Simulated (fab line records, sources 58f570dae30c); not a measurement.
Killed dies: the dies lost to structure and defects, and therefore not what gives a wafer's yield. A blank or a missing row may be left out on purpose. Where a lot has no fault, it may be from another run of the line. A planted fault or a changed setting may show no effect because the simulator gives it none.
Which of the tools did it? | flow berkeley_cmos170 | 39 wafers from 13 lots sampled at 5 of the route's 331 steps

== WHAT THE GAUGES READ, wafer by wafer ==
UCB170_NLDD_CD_MEAS_06: the cd target is 1200 nm.
lot  | measured     | on        | cd_nm (nm)
L215 | day 7 15:54  | cd_sem-02 | 1200.4 1200.6 1199.2
L216 | day 7 15:32  | cd_sem-02 | 1198.6 1198.9 1198.5
L217 | day 7 15:48  | cd_sem-01 | 1202.8 1200.0 1203.5
L218 | day 7 23:02  | cd_sem-01 | 1199.5 1198.3 1199.3
L221 | day 8 11:29  | cd_sem-01 | 1198.4 1198.0 1199.8
L222 | day 9 06:21  | cd_sem-02 | 1198.5 1198.7 1199.1
L223 | day 9 05:55  | cd_sem-02 | 961.3 962.5 962.1
L227 | day 10 04:14 | cd_sem-01 | 1201.6 1199.4 1199.9
L229 | day 10 08:25 | cd_sem-01 | 1200.6 1198.2 1197.8
L233 | day 10 18:25 | cd_sem-02 | 1199.2 1199.6 1199.9
L232 | day 10 18:12 | cd_sem-01 | 1198.6 1200.8 1199.9
L234 | day 11 06:57 | cd_sem-02 | 1199.4 1198.3 1198.2
L236 | day 11 23:45 | cd_sem-02 | 1199.6 1199.7 1199.1

UCB170_CONTACT_CD_MEAS_15: the cd target is 700 nm.
lot  | measured     | on        | cd_nm (nm)
L215 | day 8 09:59  | cd_sem-01 | 699.7 699.6 700.8
L216 | day 8 07:56  | cd_sem-01 | 698.2 700.1 699.6
L217 | day 8 09:53  | cd_sem-01 | 702.2 702.5 701.9
L218 | day 8 16:04  | cd_sem-02 | 700.8 700.1 701.9
L221 | day 9 06:11  | cd_sem-02 | 700.5 700.3 701.6
L222 | day 10 06:22 | cd_sem-01 | 700.1 700.8 701.5
L223 | day 10 06:05 | cd_sem-02 | 700.7 701.3 701.2
L227 | day 10 18:08 | cd_sem-02 | 701.5 701.3 701.0
L229 | day 11 01:26 | cd_sem-01 | 700.2 699.7 700.0
L233 | day 11 15:11 | cd_sem-02 | 702.2 704.1 702.5
L232 | day 11 14:01 | cd_sem-02 | 699.3 699.3 700.3
L234 | day 11 22:30 | cd_sem-02 | 700.7 700.3 701.0
L236 | day 12 18:25 | cd_sem-02 | 697.6 698.0 697.1

== WHAT TOOL EACH LOT RAN ON (gives the tool, then ch and the chambers of the sampled wafers, and finally the start) ==
lot  | UCB170_NWELL_ETCH_13              | UCB170_ACTIVE_STRIP_16              | UCB170_NLDD_EXPOSE_03
L215 | rie_diel-03 ch 0,2,3, day 2 18:30 | plasma_asher-04 ch 0,1, day 5 05:14 | krf_scanner-02 ch 0, day 7 15:30
L216 | rie_diel-03 ch 0,2,3, day 2 20:27 | plasma_asher-03 ch 0, day 5 04:53   | krf_scanner-01 ch 0, day 7 15:08
L217 | rie_diel-04 ch 1,2,3, day 3 01:40 | plasma_asher-04 ch 0,1, day 5 09:02 | krf_scanner-02 ch 0, day 7 15:25
L218 | rie_diel-02 ch 1,2,3, day 3 08:19 | plasma_asher-02 ch 0,1, day 5 16:28 | krf_scanner-02 ch 0, day 7 22:39
L221 | rie_diel-04 ch 0,1,3, day 3 19:56 | plasma_asher-04 ch 0,1, day 6 01:12 | krf_scanner-02 ch 0, day 8 10:47
L222 | rie_diel-02 ch 0,1,2, day 4 06:47 | plasma_asher-03 ch 0,1, day 6 10:53 | krf_scanner-01 ch 0, day 9 05:48
L223 | rie_diel-02 ch 1,2,3, day 4 13:19 | plasma_asher-04 ch 0,1, day 6 11:10 | krf_scanner-02 ch 0, day 9 05:19
L227 | rie_diel-02 ch 0,2,3, day 5 06:41 | plasma_asher-03 ch 0,1, day 7 08:16 | krf_scanner-02 ch 0, day 10 03:37
L229 | rie_diel-04 ch 0,1,3, day 5 17:16 | plasma_asher-02 ch 0,1, day 7 18:07 | krf_scanner-02 ch 0, day 10 08:01
L233 | rie_diel-02 ch 0,1,3, day 6 05:02 | plasma_asher-02 ch 0,1, day 8 11:11 | krf_scanner-02 ch 0, day 10 17:42
L232 | rie_diel-03 ch 1,2,3, day 6 05:02 | plasma_asher-03 ch 0,1, day 8 11:28 | krf_scanner-01 ch 0, day 10 17:26
L234 | rie_diel-02 ch 1,2, day 6 15:03   | plasma_asher-02 ch 0,1, day 8 23:06 | krf_scanner-01 ch 0, day 11 05:36
L236 | rie_diel-04 ch 1,2, day 7 06:10   | plasma_asher-04 ch 0,1, day 9 20:05 | krf_scanner-02 ch 0, day 11 23:07
- UCB170_NWELL_ETCH_13: etches Si3N4 in CH3F/Ar/O2, stops on SiO2, target depth 246.4 nm, time 154 s.
- UCB170_ACTIVE_STRIP_16: strips in O2.
- UCB170_NLDD_EXPOSE_03: exposes mask NSELECT, target cd 1200 nm.

== WHAT THE TOOLS THEMSELVES READ (means of the sampled wafers that have a number; where no wafer has one, the mark that the record gives instead) ==
UCB170_NWELL_ETCH_13.
lot  | tool        | drypump_motor_current_A (A) | oes_product_au (a.u.) | throttle_valve_pct (%)
L215 | rie_diel-03 | 5.81                        | 0.946                 | 7.97
L216 | rie_diel-03 | 5.81                        | 0.954                 | 7.96
L217 | rie_diel-04 | 6.02                        | 0.929                 | 8.16
L218 | rie_diel-02 | 5.64                        | 0.929                 | 7.92
L221 | rie_diel-04 | 5.98                        | 0.924                 | 8.16
L222 | rie_diel-02 | 5.89                        | 0.954                 | 8.06
L223 | rie_diel-02 | 5.65                        | 0.927                 | 7.92
L227 | rie_diel-02 | 5.71                        | 0.945                 | 8.04
L229 | rie_diel-04 | 5.97                        | 0.938                 | 8.15
L233 | rie_diel-02 | 5.74                        | 0.937                 | 7.96
L232 | rie_diel-03 | 5.93                        | 0.946                 | 8.00
L234 | rie_diel-02 | 5.75                        | 0.924                 | 8.01
L236 | rie_diel-04 | 6.00                        | 0.942                 | 8.15

UCB170_ACTIVE_STRIP_16.
lot  | tool            | drypump_motor_current_A (A) | oes_product_au (a.u.) | strip_time_to_endpoint_s (s)
L215 | plasma_asher-04 | 5.4                         | 0.723                 | 18.00
L216 | plasma_asher-03 | 4.8                         | 0.721                 | 17.95
L217 | plasma_asher-04 | 5.4                         | 0.718                 | 17.91
L218 | plasma_asher-02 | 5.3                         | 0.717                 | 18.02
L221 | plasma_asher-04 | 5.4                         | 0.717                 | 17.97
L222 | plasma_asher-03 | 4.9                         | 0.720                 | 17.90
L223 | plasma_asher-04 | 5.0                         | 0.723                 | 17.99
L227 | plasma_asher-03 | 4.9                         | 0.725                 | 17.98
L229 | plasma_asher-02 | 5.3                         | 0.721                 | 18.01
L233 | plasma_asher-02 | 5.5                         | 0.721                 | 17.97
L232 | plasma_asher-03 | 4.9                         | 0.720                 | 18.00
L234 | plasma_asher-02 | 5.3                         | 0.720                 | 17.90
L236 | plasma_asher-04 | 5.4                         | 0.721                 | 17.98

== THE ANSWER, worked out from the rows above alone ==
Rule: what is usual is taken from the lots themselves. Put in order of their means at a reading, lots are off if they are a third of the lots or fewer, leave a main group of 4 or more, and stand apart from it by a gap of 3 or more times the standard deviation of the main group's means; of several such gaps the widest counts. Not used: any main group whose means are identical at the precision the tables above print for the reading. Also off: a lot with no number at a reading for which 4 or more lots have one. Where the step has rows for the other lots, those lots are counted as sound. First the gauges in route order, then the tools' own readings, where a lot's mean is used as printed above. The first step at which some lot is off is used, and at that step the reading that is off furthest; a lot without a number counts as furthest.
Off at UCB170_NLDD_CD_MEAS_06 (cd_nm): L223. Main group: mean 1199.5 nm, sd 0.96.
A tool fits if, at a process step before that reading, it ran every lot that is off, and no sound lot after the first of them. Gauges at UCB170_NLDD_CD_MEAS_06: tried the same way as those tools. No candidate that was tried fits.

== WHAT WAS PUT IN BY THE SIMULATOR ==
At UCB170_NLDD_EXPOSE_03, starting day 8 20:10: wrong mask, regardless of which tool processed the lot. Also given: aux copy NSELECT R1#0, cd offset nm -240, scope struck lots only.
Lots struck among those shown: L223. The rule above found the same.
